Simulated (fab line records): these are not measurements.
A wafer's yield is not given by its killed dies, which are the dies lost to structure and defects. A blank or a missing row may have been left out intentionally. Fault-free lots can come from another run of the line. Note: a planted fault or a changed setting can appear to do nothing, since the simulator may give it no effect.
fab line records | flow rit-cmos
record lots=14 | wafers=42 | last-day=7
route steps=202 shown ACTIVE@2 M1@185
lots that met no fault: from a run of the same line without faults
start-h: hours from the record's first day to the start of the lot's first wafer shown | wait-h: hours from the lot's prior step to this one | " the same as in the row above | L1.1+2: one row covering several wafers at once | - no value, or no start was given | * or withheld: withheld | < > ~ a bound
route shown NAME@n: NAME is a module with steps in the file, n the number in the route of the first one | usual: the fault-free wafers' mean and standard deviation | same: alike in all rows | chamber/n: place in a boat | sites: per-site readings | _std_site: the values' standard deviation | _edge_site: outer sites' mean less inner sites' | radius-mm: for every site, how far away it sits from the centre of the wafer | mask NAME#n: copy n | behind: the last tool/chamber to shape the wafer | hold: what put the lot on hold/how long, in hours/how the hold closed | device: names the non-switching transistor (n, p or np) | end of line: the route-end tests of the same wafers | a step without rows: its recipe alone | killed: dies that structure and defects cost at the first sort, which is not the same as the wafer's yield | map: dies across one wafer; x = killed, . = not, _ = none there
set.NAME: the setting the step ran with; set.NAME@STEP: the setting that earlier step ran with | model.NAME: the simulator's own value behind a step, which no gauge read
the route's steps for a sample of lots (tables are steps, rows are wafers)
services: a tool's chamber out of use, with start hour (start-h, from the record's first day; less than 0 if before it), hours out, and reason
## steps
# step RIT_ACTIVE_OXIDATION_01
# recipe temp-c=1000 | ambient=O2 | target-thk-a=468 | ox-time-s=3317
# usual spike-tc-centre-C=1002.7/1.2 | spike-tc-load-C=1025.6/1.1 | spike-tc-source-C=1022.2/2.1 | tube-center-temp-C=1000/0.087 | tube_center_temp_C_max=1002.6/0.43 | zone-power-source-pct=31.8/1.1
lot.wafer | tool       | chamber | start-h | wait-h | spike-tc-centre-C | spike-tc-load-C | spike-tc-source-C | tube-center-temp-C | tube_center_temp_C_max | zone-power-source-pct
L468.1    | furnace-01 | 0       | 15.36   | 0.3    | 1000.8            | 1023.9          | 1026.1            | 1000               | 1002.8                 | 32.7
L468.2    | "          | 0       | "       | "      | 1001.9            | 1023.4          | 1026.1            | 999.99             | 1002.7                 | 33.0
L468.6    | "          | 0       | "       | "      | 1003.9            | 1024.5          | 1024.7            | 1000.1             | 1002.8                 | 33.3
L470.4    | furnace-01 | 0       | 25.87   | 0.8    | 1003.2            | 1025.4          | 1024.8            | 1000               | 1002.5                 | 32.5
L470.5    | "          | 0       | "       | "      | 1003.3            | 1024.9          | 1024.7            | 999.94             | 1002.8                 | 33.0
L470.6    | "          | 0       | "       | "      | 1001.0            | 1025.3          | 1024.9            | 999.73             | 1002.4                 | 33.5
L471.1    | furnace-04 | 0       | 30.67   | 0.6    | 1004.8            | 1024.9          | 1021.4            | 1000.1             | 1002.2                 | 30.9
L471.2    | "          | 0       | "       | "      | 1004.5            | 1025.8          | 1019.6            | 999.96             | 1003.0                 | 30.2
L471.6    | "          | 0       | "       | "      | 1004.9            | 1025.8          | 1021.3            | 1000.1             | 1003.3                 | 30.6
L472.2    | furnace-04 | 0       | 35.12   | 0.1    | 1003.2            | 1023.5          | 1020.5            | 1000               | 1003.4                 | 30.5
L472.4    | "          | 0       | "       | "      | 1003.6            | 1026.3          | 1022.2            | 999.97             | 1002.8                 | 30.5
L472.5    | "          | 0       | "       | "      | 1003.9            | 1026.4          | 1021.0            | 1000.1             | 1002.6                 | 30.7
L473.1    | furnace-01 | 0       | 42.67   | 2.7    | 1001.5            | 1025.4          | 1026.0            | 999.9              | 1003.1                 | 33.1
L473.5    | "          | 0       | "       | "      | 1001.6            | 1026.1          | 1025.3            | 1000.1             | 1002.6                 | 33.2
L473.6    | "          | 0       | "       | "      | 1002.1            | 1026.2          | 1025.6            | 999.97             | 1002.8                 | 32.7
L474.2    | furnace-01 | 0       | 47.16   | 2.1    | 1001.4            | 1025.3          | 1024.2            | 1000               | 1002.5                 | 33.1
L474.3    | "          | 0       | "       | "      | 1003.4            | 1025.3          | 1026.3            | 1000.1             | 1002.4                 | 33.3
L474.6    | "          | 0       | "       | "      | 1000.7            | 1026.0          | 1023.6            | 1000.1             | 1002.1                 | 33.5
L476.1    | furnace-01 | 0       | 56.56   | 1.5    | 1015.8            | 1038.8          | 1037.8            | 1015.1             | 1017.4                 | 34.6
L476.4    | "          | 0       | "       | "      | 1016.0            | 1040.9          | 1040.7            | 1015               | 1017.8                 | 34.0
L476.6    | "          | 0       | "       | "      | 1017.0            | 1039.8          | 1040.0            | 1015.1             | 1017.5                 | 34.8
L477.3    | furnace-01 | 0       | 60.33   | 0.3    | 1015.3            | 1038.5          | 1040.4            | 1014.9             | 1017.4                 | 34.1
L477.5    | "          | 0       | "       | "      | 1017.6            | 1039.0          | 1041.2            | 1015               | 1017.1                 | 34.9
L477.6    | "          | 0       | "       | "      | 1018.3            | 1039.5          | 1040.6            | 1015.2             | 1017.5                 | 34.3
L478.4    | furnace-03 | 0       | 65.54   | 0.5    | 1003.7            | 1025.9          | 1020.5            | 999.97             | 1002.3                 | 31.9
L478.5    | "          | 0       | "       | "      | 1002.3            | 1025.2          | 1023.3            | 1000               | 1002.8                 | 32.5
L478.6    | "          | 0       | "       | "      | 1001.6            | 1026.5          | 1021.7            | 999.99             | 1001.9                 | 32.5
L479.2    | furnace-04 | 0       | 71.97   | 1.9    | 1003.1            | 1025.0          | 1020.0            | 1000               | 1002.4                 | 29.9
L479.5    | "          | 0       | "       | "      | 1003.2            | 1025.0          | 1019.5            | 1000.1             | 1002.2                 | 30.1
L479.6    | "          | 0       | "       | "      | 1003.0            | 1026.0          | 1021.2            | 1000               | 1002.3                 | 29.9
L482.4    | furnace-03 | 0       | 85.12   | 0.0    | 1003.6            | 1026.4          | 1021.6            | 1000               | 1002.6                 | 32.4
L482.5    | "          | 0       | "       | "      | 1002.0            | 1028.9          | 1021.6            | 1000               | 1002.8                 | 32.0
L482.6    | "          | 0       | "       | "      | 1001.8            | 1026.7          | 1020.0            | 999.98             | 1001.7                 | 32.2
L488.1    | furnace-04 | 0       | 116.03  | 1.0    | 1002.6            | 1024.9          | 1019.0            | 1000.1             | 1002.7                 | 30.4
L488.2    | "          | 0       | "       | "      | 1004.7            | 1024.7          | 1021.5            | 999.98             | 1002.7                 | 30.3
L488.3    | "          | 0       | "       | "      | 1003.7            | 1025.4          | 1020.0            | 999.98             | 1002.1                 | 30.4
L489.2    | furnace-03 | 0       | 120.12  | 0.1    | 1003.0            | 1027.6          | 1020.1            | 1000               | 1004.1                 | 31.7
L489.3    | "          | 0       | "       | "      | 1001.1            | 1025.9          | 1021.1            | 1000.1             | 1002.4                 | 31.9
L489.6    | "          | 0       | "       | "      | 1001.2            | 1026.1          | 1022.6            | 999.91             | 1003.2                 | 32.1
L490.1    | furnace-03 | 0       | 125.68  | 0.7    | 1001.0            | 1027.1          | 1021.2            | 1000               | 1002.8                 | 31.9
L490.2    | "          | 0       | "       | "      | 1002.5            | 1026.7          | 1021.0            | 1000               | 1001.9                 | 31.7
L490.6    | "          | 0       | "       | "      | 1002.8            | 1026.5          | 1020.7            | 999.98             | 1002.5                 | 32.0
# step RIT_ACTIVE_THK_MEAS_02
# recipe reads=SiO2_of_ACTIVE_OXIDATION_01
# usual ACTIVE_OXIDE_THK=46.3/0.8
lot.wafer | tool          | chamber | start-h | wait-h | ACTIVE_OXIDE_THK[nm]
L468.1    | film-metro-01 | -       | 17.30   | 0.0    | 45.5
L468.2    | "             | -       | "       | "      | 46.3
L468.6    | "             | -       | "       | "      | 45.6
L470.4    | film-metro-04 | -       | 27.83   | 0.0    | 46.2
L470.5    | "             | -       | "       | "      | 45.8
L470.6    | "             | -       | "       | "      | 46.2
L471.1    | film-metro-01 | -       | 32.60   | 0.0    | 46.6
L471.2    | "             | -       | "       | "      | 46.2
L471.6    | "             | -       | "       | "      | 45.7
L472.2    | film-metro-04 | -       | 37.06   | 0.0    | 45.2
L472.4    | "             | -       | "       | "      | 45.2
L472.5    | "             | -       | "       | "      | 45.5
L473.1    | film-metro-02 | -       | 44.61   | 0.0    | 46.1
L473.5    | "             | -       | "       | "      | 46.6
L473.6    | "             | -       | "       | "      | 46.6
L474.2    | film-metro-04 | -       | 49.10   | 0.0    | 45.7
L474.3    | "             | -       | "       | "      | 45.4
L474.6    | "             | -       | "       | "      | 46.3
L476.1    | film-metro-01 | -       | 58.49   | 0.0    | 53.3
L476.4    | "             | -       | "       | "      | 53.0
L476.6    | "             | -       | "       | "      | 53.2
L477.3    | film-metro-02 | -       | 62.28   | 0.0    | 53.3
L477.5    | "             | -       | "       | "      | 53.1
L477.6    | "             | -       | "       | "      | 52.8
L478.4    | film-metro-04 | -       | 67.50   | 0.0    | 46.5
L478.5    | "             | -       | "       | "      | 46.6
L478.6    | "             | -       | "       | "      | 46.5
L479.2    | film-metro-02 | -       | 73.91   | 0.0    | 46.6
L479.5    | "             | -       | "       | "      | 46.3
L479.6    | "             | -       | "       | "      | 46.8
L482.4    | film-metro-01 | -       | 87.08   | 0.0    | 47.4
L482.5    | "             | -       | "       | "      | 46.9
L482.6    | "             | -       | "       | "      | 47.0
L488.1    | film-metro-04 | -       | 117.96  | 0.0    | 47.2
L488.2    | "             | -       | "       | "      | 47.2
L488.3    | "             | -       | "       | "      | 47.1
L489.2    | film-metro-01 | -       | 122.06  | 0.0    | 46.6
L489.3    | "             | -       | "       | "      | 45.2
L489.6    | "             | -       | "       | "      | 46.6
L490.1    | film-metro-02 | -       | 127.61  | 0.0    | 46.8
L490.2    | "             | -       | "       | "      | 47.9
L490.6    | "             | -       | "       | "      | 47.3
# step RIT_M1_RS_MEAS_01
# recipe thk-meas-gauge=four-point-probe | reads=Al_of_M1_SPUTTER_00
# usual M1_AL_RS=0.0734/0.00082
lot.wafer | tool          | chamber | start-h | wait-h | M1_AL_RS[ohm/sq]
L468.1    | film-metro-04 | -       | 59.78   | 0.1    | 0.0737
L468.2    | "             | -       | "       | "      | 0.0722
L468.6    | "             | -       | "       | "      | 0.0723
L470.4    | film-metro-02 | -       | 74.30   | 0.2    | 0.0723
L470.5    | "             | -       | "       | "      | 0.0718
L470.6    | "             | -       | "       | "      | 0.0730
L471.1    | film-metro-04 | -       | 77.29   | 0.1    | 0.0741
L471.2    | "             | -       | "       | "      | 0.0738
L471.6    | "             | -       | "       | "      | 0.0735
L472.2    | film-metro-02 | -       | 83.91   | 0.2    | 0.0732
L472.4    | "             | -       | "       | "      | 0.0722
L472.5    | "             | -       | "       | "      | 0.0734
L473.1    | film-metro-02 | -       | 91.91   | 0.1    | 0.0717
L473.5    | "             | -       | "       | "      | 0.0726
L473.6    | "             | -       | "       | "      | 0.0731
L474.2    | film-metro-04 | -       | 94.97   | 0.2    | 0.0748
L474.3    | "             | -       | "       | "      | 0.0748
L474.6    | "             | -       | "       | "      | 0.0743
L476.1    | film-metro-04 | -       | 103.80  | 0.1    | 0.0748
L476.4    | "             | -       | "       | "      | 0.0747
L476.6    | "             | -       | "       | "      | 0.0749
L477.3    | film-metro-01 | -       | 107.61  | 0.2    | 0.0731
L477.5    | "             | -       | "       | "      | 0.0738
L477.6    | "             | -       | "       | "      | 0.0738
L478.4    | film-metro-01 | -       | 113.91  | 0.2    | 0.0736
L478.5    | "             | -       | "       | "      | 0.0743
L478.6    | "             | -       | "       | "      | 0.0741
L479.2    | film-metro-04 | -       | 119.31  | 0.2    | 0.0753
L479.5    | "             | -       | "       | "      | 0.0749
L479.6    | "             | -       | "       | "      | 0.0748
L482.4    | film-metro-04 | -       | 133.46  | 0.2    | 0.0738
L482.5    | "             | -       | "       | "      | 0.0731
L482.6    | "             | -       | "       | "      | 0.0734
L488.1    | film-metro-04 | -       | 162.03  | 0.1    | 0.0730
L488.2    | "             | -       | "       | "      | 0.0729
L488.3    | "             | -       | "       | "      | 0.0737
L489.2    | film-metro-01 | -       | 168.84  | 0.2    | 0.0736
L489.3    | "             | -       | "       | "      | 0.0729
L489.6    | "             | -       | "       | "      | 0.0731
L490.1    | film-metro-02 | -       | 175.35  | 0.1    | 0.0748
L490.2    | "             | -       | "       | "      | 0.0744
L490.6    | "             | -       | "       | "      | 0.0754
# step RIT_M1_CD_MEAS_09
# recipe target-cd-nm=2600
# usual cd-nm=2600.3/2.6
lot.wafer | tool      | chamber | start-h | wait-h | cd-nm
L468.1    | cd-sem-02 | -       | 60.96   | -      | 2601.2
L468.2    | "         | -       | "       | "      | 2599.7
L468.6    | "         | -       | "       | "      | 2602.0
L470.4    | cd-sem-01 | -       | 75.48   | -      | 2599.0
L470.5    | "         | -       | "       | "      | 2600.2
L470.6    | "         | -       | "       | "      | 2599.7
L471.1    | cd-sem-02 | -       | 78.39   | -      | 2595.0
L471.2    | "         | -       | "       | "      | 2593.9
L471.6    | "         | -       | "       | "      | 2595.9
L472.2    | cd-sem-02 | -       | 85.09   | -      | 2598.2
L472.4    | "         | -       | "       | "      | 2598.1
L472.5    | "         | -       | "       | "      | 2598.9
L473.1    | cd-sem-02 | -       | 92.97   | -      | 2599.7
L473.5    | "         | -       | "       | "      | 2601.7
L473.6    | "         | -       | "       | "      | 2599.6
L474.2    | cd-sem-02 | -       | 96.03   | -      | 2603.2
L474.3    | "         | -       | "       | "      | 2602.5
L474.6    | "         | -       | "       | "      | 2603.3
L476.1    | cd-sem-02 | -       | 104.98  | -      | 2601.5
L476.4    | "         | -       | "       | "      | 2602.6
L476.6    | "         | -       | "       | "      | 2601.2
L477.3    | cd-sem-02 | -       | 108.80  | -      | 2601.8
L477.5    | "         | -       | "       | "      | 2602.3
L477.6    | "         | -       | "       | "      | 2604.0
L478.4    | cd-sem-02 | -       | 115.14  | -      | 2599.8
L478.5    | "         | -       | "       | "      | 2597.5
L478.6    | "         | -       | "       | "      | 2602.0
L479.2    | cd-sem-02 | -       | 120.37  | -      | 2597.2
L479.5    | "         | -       | "       | "      | 2599.0
L479.6    | "         | -       | "       | "      | 2599.0
L482.4    | cd-sem-02 | -       | 134.65  | -      | 2601.1
L482.5    | "         | -       | "       | "      | 2599.7
L482.6    | "         | -       | "       | "      | 2598.3
L488.1    | cd-sem-02 | -       | 163.09  | -      | 2602.5
L488.2    | "         | -       | "       | "      | 2603.6
L488.3    | "         | -       | "       | "      | 2600.0
L489.2    | cd-sem-01 | -       | 170.03  | -      | 2595.7
L489.3    | "         | -       | "       | "      | 2596.5
L489.6    | "         | -       | "       | "      | 2597.5
L490.1    | cd-sem-02 | -       | 176.53  | -      | 2602.0
L490.2    | "         | -       | "       | "      | 2601.8
L490.6    | "         | -       | "       | "      | 2601.3
# step RIT_M1_BOW_MEAS_16
# recipe mode=bow
# usual M1_BOW=17/6.5
lot.wafer | tool          | chamber | start-h | wait-h | M1_BOW[um]
L468.1    | film-metro-02 | -       | 63.50   | 0.0    | 15
L468.2    | "             | -       | "       | "      | 16
L468.6    | "             | -       | "       | "      | 13
L470.4    | film-metro-04 | -       | 78.42   | 0.1    | 7
L470.5    | "             | -       | "       | "      | 10
L470.6    | "             | -       | "       | "      | 12
L471.1    | film-metro-04 | -       | 80.93   | 0.0    | 14
L471.2    | "             | -       | "       | "      | 23
L471.6    | "             | -       | "       | "      | 11
L472.2    | film-metro-01 | -       | 87.66   | 0.0    | 14
L472.4    | "             | -       | "       | "      | 24
L472.5    | "             | -       | "       | "      | 16
L473.1    | film-metro-01 | -       | 95.51   | 0.0    | 12
L473.5    | "             | -       | "       | "      | 29
L473.6    | "             | -       | "       | "      | 16
L474.2    | film-metro-04 | -       | 98.59   | 0.0    | 14
L474.3    | "             | -       | "       | "      | 27
L474.6    | "             | -       | "       | "      | 19
L476.1    | film-metro-02 | -       | 107.52  | 0.0    | 19
L476.4    | "             | -       | "       | "      | 17
L476.6    | "             | -       | "       | "      | 21
L477.3    | film-metro-01 | -       | 111.37  | 0.0    | 7
L477.5    | "             | -       | "       | "      | 13
L477.6    | "             | -       | "       | "      | 19
L478.4    | film-metro-01 | -       | 117.68  | 0.1    | 22
L478.5    | "             | -       | "       | "      | 14
L478.6    | "             | -       | "       | "      | 21
L479.2    | film-metro-01 | -       | 122.91  | 0.0    | 14
L479.5    | "             | -       | "       | "      | 8
L479.6    | "             | -       | "       | "      | 14
L482.4    | film-metro-04 | -       | 137.18  | 0.1    | 15
L482.5    | "             | -       | "       | "      | 14
L482.6    | "             | -       | "       | "      | 18
L488.1    | film-metro-02 | -       | 165.89  | 0.0    | 26
L488.2    | "             | -       | "       | "      | 14
L488.3    | "             | -       | "       | "      | 24
L489.2    | film-metro-01 | -       | 172.58  | 0.0    | 33
L489.3    | "             | -       | "       | "      | 13
L489.6    | "             | -       | "       | "      | 8
L490.1    | film-metro-04 | -       | 179.09  | 0.0    | 10
L490.2    | "             | -       | "       | "      | 26
L490.6    | "             | -       | "       | "      | 16
## services
tool       | chamber | start-h | hours | kind
furnace-03 | -       | 45.85   | 9.7   | pm
furnace-01 | -       | 68.91   | 3.5   | pm
## key
first-sign step=RIT_ACTIVE_OXIDATION_01 | reading=tube-center-temp-C | direction=up | sigmas=99+ | usual=* | struck=*
effect step=RIT_ACTIVE_OXIDATION_01 | reading=tube_center_temp_C_max | direction=up | sigmas=35 | usual=* | struck=*
effect step=RIT_ACTIVE_THK_MEAS_02 | reading=ACTIVE_OXIDE_THK | direction=up | sigmas=8.5 | usual=46.3 | struck=53.1
met-at RIT_ACTIVE_OXIDATION_01
struck-lots L476,L477
tester-left-out L476,L477
not-acting-at RIT_M1_RS_MEAS_01,RIT_M1_CD_MEAS_09,RIT_M1_BOW_MEAS_16
fault kind=process-parameter-drift | tool=furnace-01 | chamber=- | onset-h=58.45 | steps=RIT_ACTIVE_OXIDATION_01 | channel=temp-c | offset=* | shape=step | end-h=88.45 | acts-in=* | stated=*
# tester-left-out: of these lots the tester's yield and bins aren't shown, on N5 and GAA mostly nor the transistor test; their killed dies are dies lost to structure and defects alone, not to doping, threshold or leakage, so they don't give the yield
